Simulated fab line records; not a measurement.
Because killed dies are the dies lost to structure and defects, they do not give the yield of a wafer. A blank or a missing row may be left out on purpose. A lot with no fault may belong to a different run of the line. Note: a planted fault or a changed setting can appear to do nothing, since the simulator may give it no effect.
Split-lot experiment	flow berkeleyCmos170	23 wafers read across 5 lots, on a route 331 steps long

ON THE SPLIT
At UCB170_M2_SPUTTER_01 (material Al, target thk 900 nm, time 120 s), the setting timeS was moved away from the recipe's 120 s on 8 of the 23 wafers read, by -13.2% to +14.0%. For the rest of the wafers, this setting stayed at what the recipe calls for.

FROM THE SPLIT TO THE READING: what the file shows between them, 6 steps
- UCB170_M2_RS_MEAS_02: measures by four-point-probe
- UCB170_M2_THK_MEAS_03: measures by xrf
- UCB170_M2_SOFTBAKE_06: time 60 s (also split here: timeS)
- UCB170_M2_STRIP_07: strips in O2
- UCB170_M2_STRIP_08: strips KrF in DMSO, time 600 s
- UCB170_M2_ETCH_17: etches BARC in N2/H2

THE READING
oesProductAu, in a.u., at UCB170_M2_METAL_ETCH_18 (etches Al in Cl2/BCl3, stops on SiO2, target depth 1170 nm, time 195 s). On this fab line, fault-free wafers typically give 0.855 a.u. with a standard deviation of 0.0072 a.u.

wafer	tool, chamber at the split	timeS as run, s	against the recipe	oesProductAu, a.u.	against lot-mates on the recipe
L074.1	pvdSputter-03, -	120	recipe	0.843	-
L074.2	pvdSputter-03, -	120	recipe	0.853	-
L074.3	pvdSputter-03, -	120	recipe	0.850	-
L074.4	pvdSputter-03, -	120	recipe	0.854	-
L074.6	pvdSputter-03, -	120	recipe	0.861	-
L077.1	pvdSputter-01, -	104.2	-13.2%	0.803	-0.058
L077.2	pvdSputter-01, -	120	recipe	0.864	-
L077.3	pvdSputter-01, -	104.2	-13.2%	0.802	-0.059
L077.4	pvdSputter-01, -	120	recipe	0.858	-
L077.6	pvdSputter-01, -	104.2	-13.2%	0.797	-0.064
L080.2	pvdSputter-04, -	120	recipe	0.856	-
L080.3	pvdSputter-04, -	120	recipe	0.847	-
L080.6	pvdSputter-04, -	120	recipe	0.851	-
L084.1	pvdSputter-03, -	120	recipe	0.850	-
L084.2	pvdSputter-03, -	136.8	+14.0%	0.934	+0.083
L084.3	pvdSputter-03, -	136.8	+14.0%	0.937	+0.086
L084.4	pvdSputter-03, -	120	recipe	0.852	-
L084.6	pvdSputter-03, -	136.8	+14.0%	0.920	+0.069
L085.1	pvdSputter-01, -	120	recipe	0.859	-
L085.2	pvdSputter-01, -	126.9	+5.8%	0.892	+0.030
L085.3	pvdSputter-01, -	120	recipe	0.860	-
L085.4	pvdSputter-01, -	126.9	+5.8%	0.889	+0.027
L085.5	pvdSputter-01, -	120	recipe	0.868	-

THE FIT
A straight line over all 23 wafers: oesProductAu changes by +0.00484 a.u. for each +1% of timeS; r = +0.98; the points scatter about the line by 0.0075 a.u.
The same after taking each lot's own level away (the mean of its wafers on the recipe; 23 wafers): +0.00512 a.u. for each +1%; r = +0.99; scatter 0.0059 a.u.
On that fit, the largest move of timeS shifts the reading by 0.072 a.u.
Across the lots, their own levels run from 0.8510 to 0.8623 a.u., a range of 1.6 times the standard deviation given above.
Consequently the slope shifts little with the lot-to-lot level, the two slopes agreeing.
Check: +0.0712 a.u. against its lot-mates is what the line predicts for one of the wafers moved furthest among these (+14.0%) when that wafer is left out of the fit. It came out at +0.083 a.u. against them.

THESE WAFERS: OTHER SPLITS
Other splits were also applied to these wafers ahead of the reading. Each is held against what the fit with the lots' levels taken away leaves over:
other split on the same wafers	wafers away from the commonest value	r with oesProductAu (lot level and that fit taken away)
UCB170_M2_SOFTBAKE_06 timeS	7	+0.09

THE WHOLE CHAIN: every reading that the file lists as answering this split, in the file's order
step	what it does	reading	change (the file's fit)	r (the file's)
UCB170_M2_SPUTTER_01	material Al, target thk 900 nm, time 120 s	Al_of_M2_SPUTTER_01.thkNm (the simulator's own value, which no gauge read)	+9.05 nm for each +1% of the setting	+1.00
UCB170_M2_RS_MEAS_02	measures by four-point-probe	M2_AL_RS	-0.000322 for each +1% of the setting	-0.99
UCB170_M2_THK_MEAS_03	measures by xrf	M2_AL_THK	+9.07 for each +1% of the setting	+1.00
UCB170_M2_METAL_ETCH_18	etches Al in Cl2/BCl3, stops on SiO2, target depth 1170 nm, time 195 s	oesProductAu	+0.00514 a.u. for each +1% of the setting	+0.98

FILE'S OWN FIT
oesProductAu changes by +0.00514 a.u. for each +1% of timeS, r = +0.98.
